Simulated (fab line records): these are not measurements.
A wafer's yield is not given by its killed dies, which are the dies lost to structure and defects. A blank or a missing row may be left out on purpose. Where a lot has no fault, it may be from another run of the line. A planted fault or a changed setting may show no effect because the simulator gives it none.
fab line records	flow berkeleyCmos170
record lots=5	wafers=23
route steps=331 shown BACKSIDE@202 SDANNEAL@204 PSD@206 SILICIDE@211 M1@242 M2@283 M3@319
startH: hours from the record's opening day to when the first of the lot's shown wafers began	waitH: hours elapsed since this lot's preceding step	" identical to the entry in the row above	L1.1+2: a single row standing in for several wafers	- no value present, or no start provided	* or withheld: withheld	< > ~ a bound
route shown NAME@n: a module of which the file shows steps, and the number in the route of the first	usual: mean/standard deviation of fault-free wafers	same: alike in all rows	chamber/n: place in a boat	sites: the reading at each site	_std_site: standard deviation across them	_edge_site: inner sites' mean taken away from outer sites' mean	radiusMm: how far each site lies from the wafer's centre	mask NAME#n: copy n	behind: tool/chamber where the wafer was last shaped	hold: reason for holding the lot/hours on hold/outcome of the hold	device: the n, p or np transistor that did not switch	end of line: the same wafers' tests at the end of the route	a step given without rows: its recipe and nothing more	killed: dies lost to structure and defects at the first sort, not the wafer's yield	map: a wafer's dies, x killed, . not, _ none there
set.NAME: the setting that was run; set.NAME@STEP: the one run at that earlier step	model.NAME: the simulator's own value behind a step, which no gauge read
lots whose settings were changed on purpose; a table a step, a row a wafer
## steps
# step UCB170_BACKSIDE_STRIP_03
# recipe chemistry=O2	powerW=400	pressureMtorr=3500	platenTempC=withheld	o2FlowSccm=400	overashFraction=0.5
# usual oesProductAu=0.734/0.0044	stripTimeToEndpointS=21.99/0.056
lot.wafer	tool	chamber	startH	waitH	set.powerW	oesProductAu	stripTimeToEndpointS
L076.1	plasmaAsher-01	1	138.96	0.1	400	0.730	21.97
L076.2	"	0	"	"	360.5	0.692	23.72
L076.3	"	0	"	"	360.5	0.700	23.72
L076.5	"	0	"	"	400	0.725	21.92
L076.6	"	1	"	"	360.5	0.689	23.69
L075.1	plasmaAsher-02	1	144.26	0.1	437	0.763	20.64
L075.2	"	0	"	"	437	0.776	20.66
L075.4	"	0	"	"	400	0.730	22.00
L075.5	"	0	"	"	400	0.734	22.08
L075.6	"	1	"	"	437	0.763	20.64
L077.1	plasmaAsher-01	1	154.86	0.1	400	0.734	22.02
L077.3	"	1	"	"	357.2	0.690	23.93
L077.4	"	0	"	"	400	0.738	22.04
L077.5	"	1	"	"	400	0.734	22.03
L077.6	"	0	"	"	357.2	0.690	23.90
L079.1	plasmaAsher-04	0	155.38	0.1	400	0.729	22.09
L079.3	"	0	"	"	400	0.736	22.10
L079.4	"	1	"	"	400	0.728	22.09
L079.5	"	0	"	"	371.4	0.716	23.41
L079.6	"	1	"	"	371.4	0.711	23.32
L078.1	plasmaAsher-01	0	155.60	0.1	400	0.737	21.99
L078.2	"	1	"	"	400	0.739	21.95
L078.6	"	0	"	"	400	0.733	21.95
# step UCB170_BACKSIDE_CLEAN_04
# recipe chemistry=SPM	tempC=120	timeS=600
# step UCB170_SDANNEAL_RTA_00
# recipe tempC=900	timeS=10	ambient=N2
# step UCB170_SDANNEAL_RTA_01
# recipe tempC=1050	timeS=5	ambient=N2
# step UCB170_SDANNEAL_RS_MEAS_02
# recipe thkMeasGauge=four-point-probe
# usual PSD_RS=75.5/0.33
lot.wafer	tool	chamber	startH	waitH	set.doseCm2@PSD_IMPLANT_08	PSD_RS[ohm/sq]
L076.1	filmMetro-03	-	139.36	0.0	3.119e+15	73.0
L076.2	"	-	"	"	3e+15	75.6
L076.3	"	-	"	"	3.119e+15	73.2
L076.5	"	-	"	"	3e+15	75.5
L076.6	"	-	"	"	3.119e+15	73.5
L075.1	filmMetro-01	-	144.83	0.0	3e+15	75.6
L075.2	"	-	"	"	3e+15	75.6
L075.4	"	-	"	"	3e+15	75.5
L075.5	"	-	"	"	3e+15	75.3
L075.6	"	-	"	"	3e+15	75.5
L077.1	filmMetro-01	-	155.28	0.0	3e+15	75.4
L077.3	"	-	"	"	3e+15	75.7
L077.4	"	-	"	"	3e+15	75.3
L077.5	"	-	"	"	3e+15	75.5
L077.6	"	-	"	"	3e+15	75.2
L079.1	filmMetro-04	-	155.79	0.0	3e+15	75.4
L079.3	"	-	"	"	2.799e+15	78.9
L079.4	"	-	"	"	3e+15	75.1
L079.5	"	-	"	"	3e+15	75.0
L079.6	"	-	"	"	2.799e+15	79.1
L078.1	filmMetro-03	-	156.00	0.0	3e+15	75.2
L078.2	"	-	"	"	3e+15	75.2
L078.6	"	-	"	"	3e+15	75.2
# step UCB170_SILICIDE_SPUTTER_01
# recipe material=Ti	targetThkNm=30	timeS=25	powerW=1500	chamberPressurePa=0.5
lot.wafer	tool	chamber	startH	waitH	set.timeS	model.Ti_of_SILICIDE_SPUTTER_01.thkNm
L076.1	pvdSputter-01	-	139.90	0.0	25	29.63
L076.2	"	-	"	"	25	30.14
L076.3+6	"	-	"	"	23.11	27.7
L076.5	"	-	"	"	25	29.64
L075.1	pvdSputter-04	-	145.38	0.0	25	29.94
L075.2	"	-	"	"	25	30.31
L075.4	"	-	"	"	25	30.27
L075.5	"	-	"	"	25	29.9
L075.6	"	-	"	"	25	30.12
L077.1	pvdSputter-02	-	155.82	0.0	25	29.9
L077.3	"	-	"	"	28.17	33.49
L077.4	"	-	"	"	28.17	33.55
L077.5	"	-	"	"	25	29.53
L077.6	"	-	"	"	28.17	33.54
L079.1	pvdSputter-04	-	156.34	0.0	25	30.48
L079.3	"	-	"	"	25	30.3
L079.4	"	-	"	"	25	30.14
L079.5	"	-	"	"	25	30.19
L079.6	"	-	"	"	25	30.13
L078.1	pvdSputter-01	-	156.55	0.0	25	30.32
L078.2	"	-	"	"	25	30.29
L078.6	"	-	"	"	25	30.56
# step UCB170_SILICIDE_RS_MEAS_02
# recipe thkMeasGauge=four-point-probe	reads=Ti_of_SILICIDE_SPUTTER_01
# usual SILICIDE_TI_RS=26.08/0.28
lot.wafer	tool	chamber	startH	waitH	set.timeS@SILICIDE_SPUTTER_01	SILICIDE_TI_RS[ohm/sq]
L076.1	filmMetro-02	-	139.93	0.0	25	26.44
L076.2	"	-	"	"	25	25.97
L076.3	"	-	"	"	23.11	28.65
L076.5	"	-	"	"	25	26.45
L076.6	"	-	"	"	23.11	28.68
L075.1	filmMetro-02	-	145.41	0.0	25	26.18
L075.2	"	-	"	"	25	25.76
L075.4	"	-	"	"	25	25.81
L075.5	"	-	"	"	25	26.18
L075.6	"	-	"	"	25	25.97
L077.1	filmMetro-02	-	155.85	0.0	25	26.15
L077.3	"	-	"	"	28.17	22.95
L077.4	"	-	"	"	28.17	22.91
L077.5	"	-	"	"	25	26.61
L077.6	"	-	"	"	28.17	22.88
L079.1	filmMetro-02	-	156.37	0.0	25	25.60
L079.3	"	-	"	"	25	25.80
L079.4	"	-	"	"	25	25.96
L079.5	"	-	"	"	25	25.93
L079.6	"	-	"	"	25	25.97
L078.1	filmMetro-01	-	156.58	0.0	25	25.75
L078.2	"	-	"	"	25	25.86
L078.6	"	-	"	"	25	25.60
# step UCB170_SILICIDE_THK_MEAS_03
# recipe thkMeasGauge=xrf	reads=Ti_of_SILICIDE_SPUTTER_01
# usual SILICIDE_TI_THK=30.29/0.3
lot.wafer	tool	chamber	startH	waitH	set.timeS@SILICIDE_SPUTTER_01	SILICIDE_TI_THK[nm]
L076.1	filmMetro-02	-	140.05	0.1	25	29.77
L076.2	"	-	"	"	25	30.33
L076.3	"	-	"	"	23.11	27.96
L076.5	"	-	"	"	25	29.73
L076.6	"	-	"	"	23.11	27.74
L075.1	filmMetro-02	-	145.53	0.1	25	30.35
L075.2	"	-	"	"	25	30.59
L075.4	"	-	"	"	25	30.58
L075.5	"	-	"	"	25	30.26
L075.6	"	-	"	"	25	30.47
L077.1	filmMetro-02	-	155.97	0.1	25	30.34
L077.3	"	-	"	"	28.17	33.94
L077.4	"	-	"	"	28.17	33.96
L077.5	"	-	"	"	25	29.84
L077.6	"	-	"	"	28.17	33.94
L079.1	filmMetro-02	-	156.49	0.1	25	30.94
L079.3	"	-	"	"	25	30.82
L079.4	"	-	"	"	25	30.46
L079.5	"	-	"	"	25	30.69
L079.6	"	-	"	"	25	30.50
L078.1	filmMetro-01	-	156.70	0.1	25	30.60
L078.2	"	-	"	"	25	30.54
L078.6	"	-	"	"	25	30.90
# step UCB170_M1_COAT_04
# recipe resist=KrF	spinRpm=1500	resistThkNm=900
lot.wafer	tool	chamber	startH	waitH	set.resistThkNm	model.KrF_of_M1_COAT_04.thkNm
L076.1	lithoTrack-03	0	-	-	900	901.9
L076.2	"	0	"	"	900	903.2
L076.3	"	0	"	"	900	901
L076.5	"	0	"	"	900	901.4
L076.6	"	0	"	"	900	902
L075.1	lithoTrack-03	0	-	-	900	905.9
L075.2	"	0	"	"	900	904.5
L075.4	"	0	"	"	900	906.3
L075.5	"	0	"	"	900	904.9
L075.6	"	0	"	"	900	906.4
L077.1	lithoTrack-03	0	-	-	848	848.6
L077.3	"	0	"	"	900	901.6
L077.4	"	0	"	"	848	849.8
L077.5	"	0	"	"	900	900.6
L077.6	"	0	"	"	848	846.5
L078.1	lithoTrack-04	0	-	-	900	902.6
L078.2	"	0	"	"	900	903.7
L078.6	"	0	"	"	900	904.2
L079.1	lithoTrack-01	0	-	-	900	901.1
L079.3	"	0	"	"	900	901.2
L079.4	"	0	"	"	952.1	959.1
L079.5	"	0	"	"	952.1	957.6
L079.6	"	0	"	"	952.1	954.8
# step UCB170_M1_METAL_ETCH_12
# recipe chemistry=Cl2/BCl3	target=Al	stopOn=PSG	pressureMtorr=12	targetDepthA=7800	overEtchFrac=0.3	timeS=130	icpW=600	biasW=120	Cl2_flow_sccm=90	bcl3FlowSccm=45
lot.wafer	tool	chamber	startH	waitH	set.biasW	set.resistThkNm@M1_COAT_04	model.KrF_of_M1_COAT_04.thkNm
L076.1	rieMetal-04	0	146.56	-	120	900	430.4
L076.2	"	1	"	"	120	900	438
L076.3	"	1	"	"	120	900	433.5
L076.5	"	1	"	"	130.9	900	424.4
L076.6	"	0	"	"	130.9	900	421.7
L075.1	rieMetal-04	0	151.86	-	120	900	432.9
L075.2	"	1	"	"	120	900	439.5
L075.4	"	1	"	"	120	900	442.6
L075.5	"	0	"	"	120	900	434.2
L075.6	"	1	"	"	120	900	443.5
L077.1	rieMetal-04	0	163.95	-	120	848	373.8
L077.3	"	0	"	"	112.1	900	444.3
L077.4	"	0	"	"	120	848	379.9
L077.5	"	0	"	"	112.1	900	440.2
L077.6	"	0	"	"	112.1	848	387.9
L078.1	rieMetal-01	0	164.93	-	120	900	440.5
L078.2	"	1	"	"	120	900	453.2
L078.6	"	0	"	"	120	900	440.7
L079.1	rieMetal-02	1	165.10	-	127.8	900	428.4
L079.3	"	0	"	"	120	900	441.3
L079.4	"	1	"	"	120	952.1	498.4
L079.5	"	0	"	"	120	952.1	498.1
L079.6	"	1	"	"	127.8	952.1	482.3
# step UCB170_M2_EXPOSE_12
# recipe maskId=METAL2	targetCdNm=700	na=0.5	sigmaOuter=0.6	sourceShape=conventional	doseMj=26
lot.wafer	tool	chamber	startH	waitH	mask	set.doseMj
L076.1+2+3+5+6	krfScanner-01	0	158.75	-	METAL2#0	26
L075.1+5+6	krfScanner-02	0	158.99	-	METAL2#0	26
L075.2+4	"	0	"	"	METAL2#0	26.53
L077.1+3+4+5+6	krfScanner-01	0	172.16	-	METAL2#0	26
L079.1+4+6	krfScanner-02	0	172.45	-	METAL2#0	25.03
L079.3+5	"	0	"	"	METAL2#0	26
L078.1+2+6	krfScanner-01	0	172.73	-	METAL2#0	26
# step UCB170_M2_DEVELOP_14
# recipe developer=TMAH	developTimeS=45	resist=KrF	devTempC=21
lot.wafer	tool	chamber	startH	waitH	set.developTimeS
L076.1+3	lithoTrack-02	0	-	-	40.51
L076.2+5+6	"	0	"	"	45
L075.1+6	lithoTrack-04	0	-	-	41.29
L075.2+4+5	"	0	"	"	45
L077.1+3+4	lithoTrack-04	0	-	-	42.82
L077.5+6	"	0	"	"	45
L079.1+3+4	lithoTrack-03	0	-	-	46.99
L079.5+6	"	0	"	"	45
L078.1+2+6	lithoTrack-04	0	-	-	45
# step UCB170_M2_CD_MEAS_15
# recipe targetCdNm=700
# usual cdNm=699.3/1.5
lot.wafer	tool	chamber	startH	waitH	set.doseMj@M2_EXPOSE_12	cdNm
L076.1	cdSem-01	-	159.14	-	26	697.9
L076.2	"	-	"	"	26	697.7
L076.3	"	-	"	"	26	698.2
L076.5	"	-	"	"	26	697.5
L076.6	"	-	"	"	26	697.2
L075.1	cdSem-01	-	159.70	-	26	697.5
L075.2	"	-	"	"	26.53	693.9
L075.4	"	-	"	"	26.53	693.6
L075.5	"	-	"	"	26	697.1
L075.6	"	-	"	"	26	697.9
L077.1	cdSem-02	-	172.55	-	26	701.3
L077.3	"	-	"	"	26	700.8
L077.4	"	-	"	"	26	701.9
L077.5	"	-	"	"	26	701.5
L077.6	"	-	"	"	26	701.4
L079.1	cdSem-01	-	172.84	-	25.03	705.1
L079.3	"	-	"	"	26	697.1
L079.4	"	-	"	"	25.03	704.7
L079.5	"	-	"	"	26	699.0
L079.6	"	-	"	"	25.03	704.7
L078.1	cdSem-01	-	173.12	-	26	698.8
L078.2	"	-	"	"	26	698.0
L078.6	"	-	"	"	26	697.8
# step UCB170_M2_ETCH_17
# recipe chemistry=N2/H2	targetDepthA=withheld	overetchA=withheld	target=BARC	timeS=withheld	sourceW=500	biasW=100	pressureMtorr=30	n2FlowSccm=100	h2FlowSccm=200
lot.wafer	tool	chamber	startH	waitH	set.doseMj@M2_EXPOSE_12	model.M2.cdNm
L076.1	rieDiel-04	2	159.30	0.0	26	697.3
L076.2	"	1	"	"	26	697.4
L076.3	"	3	"	"	26	697.2
L076.5	"	1	"	"	26	696.5
L076.6	"	0	"	"	26	697
L075.1	rieDiel-03	0	159.85	0.0	26	697.3
L075.2	"	2	"	"	26.53	693.8
L075.4	"	2	"	"	26.53	693.9
L075.5	"	0	"	"	26	696.7
L075.6	"	3	"	"	26	697.7
L077.1+4	rieDiel-02	0,1	172.70	0.0	26	701.8
L077.3	"	3	"	"	26	701
L077.5	"	0	"	"	26	702
L077.6	"	1	"	"	26	701.7
L079.1+6	rieDiel-04	3,1	173.00	0.0	25.03	705.1
L079.3	"	0	"	"	26	696.7
L079.4	"	2	"	"	25.03	703.2
L079.5	"	0	"	"	26	699.3
L078.1	rieDiel-03	3	173.27	0.0	26	698.4
L078.2	"	0	"	"	26	697.5
L078.6	"	2	"	"	26	696.4
# step UCB170_M3_COAT_10
# recipe resist=KrF	spinRpm=1500	resistThkNm=900
lot.wafer	tool	chamber	startH	waitH	set.spinRpm	model.KrF_of_M3_COAT_10.thkNm
L076.1	lithoTrack-03	0	-	-	1500	902.9
L076.2	"	0	"	"	1500	901.9
L076.3	"	0	"	"	1500	900.6
L076.5	"	0	"	"	1500	902.6
L076.6	"	0	"	"	1500	905.3
L075.1	lithoTrack-04	0	-	-	1589	875.2
L075.2	"	0	"	"	1589	872.6
L075.4	"	0	"	"	1500	901.6
L075.5	"	0	"	"	1589	873.7
L075.6	"	0	"	"	1500	901.4
L077.1	lithoTrack-03	0	-	-	1500	901.9
L077.3	"	0	"	"	1418	928.3
L077.4	"	0	"	"	1418	927.1
L077.5	"	0	"	"	1500	904.3
L077.6	"	0	"	"	1500	903.3
L079.1	lithoTrack-04	0	-	-	1563	884
L079.3	"	0	"	"	1563	884.3
L079.4	"	0	"	"	1500	904.2
L079.5	"	0	"	"	1500	902.2
L079.6	"	0	"	"	1500	901.1
L078.1	lithoTrack-04	0	-	-	1500	898.9
L078.2	"	0	"	"	1500	898.3
L078.6	"	0	"	"	1500	899.8
# step UCB170_M3_METAL_ETCH_18
# recipe chemistry=Cl2/BCl3	target=Al	stopOn=SiO2	pressureMtorr=12	targetDepthA=11700	overEtchFrac=0.3	timeS=195	icpW=600	biasW=120	Cl2_flow_sccm=90	bcl3FlowSccm=45
lot.wafer	tool	chamber	startH	waitH	set.timeS	set.spinRpm@M3_COAT_10	model.KrF_of_M3_COAT_10.thkNm	model.SiO2_of_V2_CVD_00.thkNm
L076.1	rieMetal-03	0	165.65	-	207.4	1500	181.2	933.1
L076.2	"	1	"	"	207.4	1500	172	933.3
L076.3	"	0	"	"	195	1500	226.1	938.4
L076.5	"	0	"	"	195	1500	222.7	937.7
L076.6	"	1	"	"	195	1500	215.5	935.2
L075.1	rieMetal-04	0	166.38	-	195	1589	172.2	937.4
L075.2	"	0	"	"	195	1589	163.1	937.9
L075.4	"	0	"	"	195	1500	195.6	937
L075.5	"	0	"	"	195	1589	169.5	936.5
L075.6	"	0	"	"	195	1500	194.7	938.7
L077.1	rieMetal-03	0	179.62	-	174.8	1500	288.2	943.9
L077.3	"	0	"	"	195	1418	248.6	938.5
L077.4	"	1	"	"	174.8	1418	304.4	944.7
L077.5	"	0	"	"	174.8	1500	297.8	945.1
L077.6	"	1	"	"	195	1500	217.6	939.7
L079.1	rieMetal-02	1	179.90	-	195	1563	194.8	938.4
L079.3	"	1	"	"	219.9	1563	106.4	930.8
L079.4	"	1	"	"	219.9	1500	127.9	932
L079.5	"	1	"	"	219.9	1500	124.4	930.6
L079.6	"	1	"	"	195	1500	216.7	939.3
L078.1	rieMetal-04	0	180.43	-	195	1500	203.8	938.8
L078.2	"	0	"	"	195	1500	204.2	939.1
L078.6	"	0	"	"	195	1500	209.4	937.2
# step UCB170_M3_STRIP_19
# recipe chemistry=O2	powerW=400	pressureMtorr=3500	platenTempC=withheld	o2FlowSccm=400	overashFraction=0.5
# usual oesProductAu=0.542/0.0094
lot.wafer	tool	chamber	startH	waitH	set.spinRpm@M3_COAT_10	set.timeS@M3_METAL_ETCH_18	oesProductAu
L076.1	plasmaAsher-02	0	165.84	0.1	1500	207.4	0.508
L076.2	"	1	"	"	1500	207.4	0.499
L076.3	"	0	"	"	1500	195	0.559
L076.5	"	1	"	"	1500	195	0.556
L076.6	"	0	"	"	1500	195	0.550
L075.1	plasmaAsher-03	0	166.75	0.3	1589	195	0.498
L075.2	"	1	"	"	1589	195	0.493
L075.4	"	0	"	"	1500	195	0.531
L075.5	"	0	"	"	1589	195	0.497
L075.6	"	1	"	"	1500	195	0.526
L077.1	plasmaAsher-03	1	179.81	0.1	1500	174.8	0.625
L077.3	"	1	"	"	1418	195	0.585
L077.4	"	0	"	"	1418	174.8	0.632
L077.5	"	1	"	"	1500	174.8	0.626
L077.6	"	0	"	"	1500	195	0.551
L079.1	plasmaAsher-02	0	180.27	0.3	1563	195	0.523
L079.3	"	1	"	"	1563	219.9	0.435
L079.4	"	0	"	"	1500	219.9	0.459
L079.5	"	0	"	"	1500	219.9	0.453
L079.6	"	1	"	"	1500	195	0.552
L078.1	plasmaAsher-01	1	180.93	0.4	1500	195	0.545
L078.2	"	0	"	"	1500	195	0.533
L078.6	"	0	"	"	1500	195	0.547
## key
split step=UCB170_BACKSIDE_STRIP_03	setting=powerW	stated=400	by=wafer
response step=UCB170_BACKSIDE_STRIP_03	reading=oesProductAu	change=+0.00362	per=1%	r=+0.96
response step=UCB170_BACKSIDE_STRIP_03	reading=stripTimeToEndpointS	change=*	per=1%	r=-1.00
split step=UCB170_SILICIDE_SPUTTER_01	setting=timeS	stated=25	by=wafer
response step=UCB170_SILICIDE_SPUTTER_01	reading=model.Ti_of_SILICIDE_SPUTTER_01.thkNm	change=+0.295	per=1%	r=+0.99
response step=UCB170_SILICIDE_RS_MEAS_02	reading=SILICIDE_TI_RS	change=-0.284	per=1%	r=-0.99
response step=UCB170_SILICIDE_THK_MEAS_03	reading=SILICIDE_TI_THK	change=+0.297	per=1%	r=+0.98
split step=UCB170_M1_COAT_04	setting=resistThkNm	stated=900	by=wafer
response step=UCB170_M1_COAT_04	reading=model.KrF_of_M1_COAT_04.thkNm	change=+9.41	per=1%	r=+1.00
response step=UCB170_M1_METAL_ETCH_12	reading=model.KrF_of_M1_COAT_04.thkNm	change=+10.4	per=1%	r=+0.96
split step=UCB170_M1_METAL_ETCH_12	setting=biasW	stated=120	by=wafer
response none clear
split step=UCB170_M2_EXPOSE_12	setting=doseMj	stated=26	by=wafer
response step=UCB170_M2_CD_MEAS_15	reading=cdNm	change=-1.82	per=1%	r=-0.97
response step=UCB170_M2_ETCH_17	reading=model.M2.cdNm	change=-1.72	per=1%	r=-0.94
split step=UCB170_M2_DEVELOP_14	setting=developTimeS	stated=45	by=wafer
response none clear
split step=UCB170_M3_COAT_10	setting=spinRpm	stated=1500	by=wafer
response step=UCB170_M3_COAT_10	reading=model.KrF_of_M3_COAT_10.thkNm	change=-4.53	per=1%	r=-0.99
response step=UCB170_M3_METAL_ETCH_18	reading=model.KrF_of_M3_COAT_10.thkNm	slope=-4.31	per=1%	togetherWith=timeS@M3_METAL_ETCH_18	explained=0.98
response step=UCB170_M3_STRIP_19	reading=oesProductAu	slope=-0.00486	per=1%	togetherWith=timeS@M3_METAL_ETCH_18	explained=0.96
split step=UCB170_M3_METAL_ETCH_18	setting=timeS	stated=195	by=wafer
response step=UCB170_M3_METAL_ETCH_18	reading=model.KrF_of_M3_COAT_10.thkNm	change=-6.58	per=1%	r=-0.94
response step=UCB170_M3_METAL_ETCH_18	reading=model.SiO2_of_V2_CVD_00.thkNm	change=-0.578	per=1%	r=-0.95
response step=UCB170_M3_STRIP_19	reading=oesProductAu	change=-0.00667	per=1%	r=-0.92
split outsideThisFile step=UCB170_PSD_IMPLANT_08 setting=doseCm2
# split outsideThisFile: this setting was split too, and the file shows its column; the key of that split is in another file
